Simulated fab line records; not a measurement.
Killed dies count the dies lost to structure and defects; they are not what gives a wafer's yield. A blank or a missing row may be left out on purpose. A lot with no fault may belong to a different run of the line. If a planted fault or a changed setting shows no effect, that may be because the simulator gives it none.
Which of the tools did it? | flow rit_cmos | 15 lots, 45 wafers sampled, at 3 steps of a route of 202

WHAT THE GAUGES READ, wafer by wafer
RIT_M1_RS_MEAS_01: the measuring method here is four-point-probe.
lot  | measured    | on            | M1_AL_RS (ohm/sq)
L493 | day 3 04:31 | film_metro-02 | 0.0729 0.0733 0.0733
L494 | day 3 09:25 | film_metro-03 | 0.0736 0.0740 0.0736
L495 | day 3 15:49 | film_metro-03 | 0.0728 0.0731 0.0728
L496 | day 3 20:52 | film_metro-02 | 0.0736 0.0732 0.0731
L498 | day 4 07:12 | film_metro-01 | 0.0733 0.0744 0.0736
L500 | day 4 16:44 | film_metro-02 | 0.0656 0.0659 0.0658
L502 | day 5 02:38 | film_metro-01 | 0.0657 0.0656 0.0656
L504 | day 5 11:49 | film_metro-01 | 0.0660 0.0659 0.0661
L509 | day 6 13:12 | film_metro-01 | 0.0727 0.0730 0.0731
L510 | day 6 18:34 | film_metro-03 | 0.0733 0.0727 0.0717
L512 | day 7 09:53 | film_metro-01 | 0.0731 0.0736 0.0733
L513 | day 7 15:19 | film_metro-03 | 0.0739 0.0738 0.0734
L514 | day 7 17:44 | film_metro-02 | 0.0731 0.0729 0.0734
L515 | day 7 20:26 | film_metro-01 | 0.0738 0.0749 0.0741
L516 | day 8 02:37 | film_metro-02 | 0.0727 0.0726 0.0725

RIT_M1_THK_MEAS_02: measures by xrf.
lot  | measured    | on            | M1_AL_THK (nm)
L493 | day 3 04:38 | film_metro-02 | 399 397 398
L494 | day 3 09:31 | film_metro-03 | 396 394 394
L495 | day 3 15:56 | film_metro-03 | 401 398 399
L496 | day 3 20:59 | film_metro-02 | 397 400 398
L498 | day 4 07:18 | film_metro-01 | 396 392 397
L500 | day 4 16:50 | film_metro-02 | 443 443 441
L502 | day 5 02:45 | film_metro-01 | 446 443 448
L504 | day 5 11:56 | film_metro-01 | 439 441 441
L509 | day 6 13:19 | film_metro-01 | 401 399 397
L510 | day 6 18:41 | film_metro-03 | 399 402 408
L512 | day 7 10:01 | film_metro-01 | 396 395 396
L513 | day 7 15:25 | film_metro-03 | 392 393 396
L514 | day 7 17:50 | film_metro-02 | 402 403 397
L515 | day 7 20:34 | film_metro-01 | 393 388 390
L516 | day 8 02:43 | film_metro-02 | 405 406 406

WHAT TOOL EACH LOT RAN ON (gives the tool, then ch and the chambers of the sampled wafers, and finally the start)
lot  | RIT_M1_SPUTTER_00
L493 | pvd_sputter-04, day 3 04:13
L494 | pvd_sputter-04, day 3 09:05
L495 | pvd_sputter-03, day 3 15:32
L496 | pvd_sputter-04, day 3 20:34
L498 | pvd_sputter-03, day 4 06:52
L500 | pvd_sputter-04, day 4 16:24
L502 | pvd_sputter-04, day 5 02:20
L504 | pvd_sputter-04, day 5 11:31
L509 | pvd_sputter-01, day 6 12:53
L510 | pvd_sputter-03, day 6 18:16
L512 | pvd_sputter-03, day 7 09:36
L513 | pvd_sputter-04, day 7 14:59
L514 | pvd_sputter-01, day 7 17:25
L515 | pvd_sputter-04, day 7 20:09
L516 | pvd_sputter-03, day 8 02:18
- RIT_M1_SPUTTER_00: material Al, target thk 400 nm, time 500 s.

AS READ BY THE TOOLS THEMSELVES (means over the sampled wafers that have a number; for cases with no such wafer, the mark the record gives instead)
RIT_M1_SPUTTER_00.
lot  | tool           | throttle_valve_pct (%)
L493 | pvd_sputter-04 | 29.5
L494 | pvd_sputter-04 | 29.8
L495 | pvd_sputter-03 | 30.7
L496 | pvd_sputter-04 | 29.8
L498 | pvd_sputter-03 | 29.9
L500 | pvd_sputter-04 | 29.6
L502 | pvd_sputter-04 | 29.9
L504 | pvd_sputter-04 | 29.3
L509 | pvd_sputter-01 | 29.7
L510 | pvd_sputter-03 | 30.0
L512 | pvd_sputter-03 | 30.7
L513 | pvd_sputter-04 | 29.5
L514 | pvd_sputter-01 | 29.4
L515 | pvd_sputter-04 | 29.4
L516 | pvd_sputter-03 | 30.7

THE ANSWER, worked out from the rows above alone
Rule: the usual values come from the lots themselves. The widest of any qualifying gaps counts: lots, ordered by their means at a reading, are off when they make up no more than a third of the lots, leave a main group of 4 or more, and stand apart from it by 3 or more times the standard deviation of that group's means. If all means in a main group match to the digits the tables above print for the reading, that group is not used. A lot without any number at a reading at which 4 lots or more have one is off too. All remaining lots with rows at the step are treated as sound. After the gauges, taken in route order, come the tools' own readings; for these a lot's mean is taken, as printed above. At the first step where some lot is off, the reading lying furthest off is the one used; lots without a number count as furthest.
Off: L500, L502, L504, seen at RIT_M1_RS_MEAS_01 (M1_AL_RS). The main group has a mean of 0.0733 ohm/sq with a standard deviation of 0.00049.
A tool fits if, at a process step before that reading, it ran every lot that is off, and no sound lot after the first of them. Those tools and the gauges at RIT_M1_RS_MEAS_01 are tried in the same way. Not one of the candidates tried fits.

WHAT HAD BEEN PUT IN BY THE SIMULATOR
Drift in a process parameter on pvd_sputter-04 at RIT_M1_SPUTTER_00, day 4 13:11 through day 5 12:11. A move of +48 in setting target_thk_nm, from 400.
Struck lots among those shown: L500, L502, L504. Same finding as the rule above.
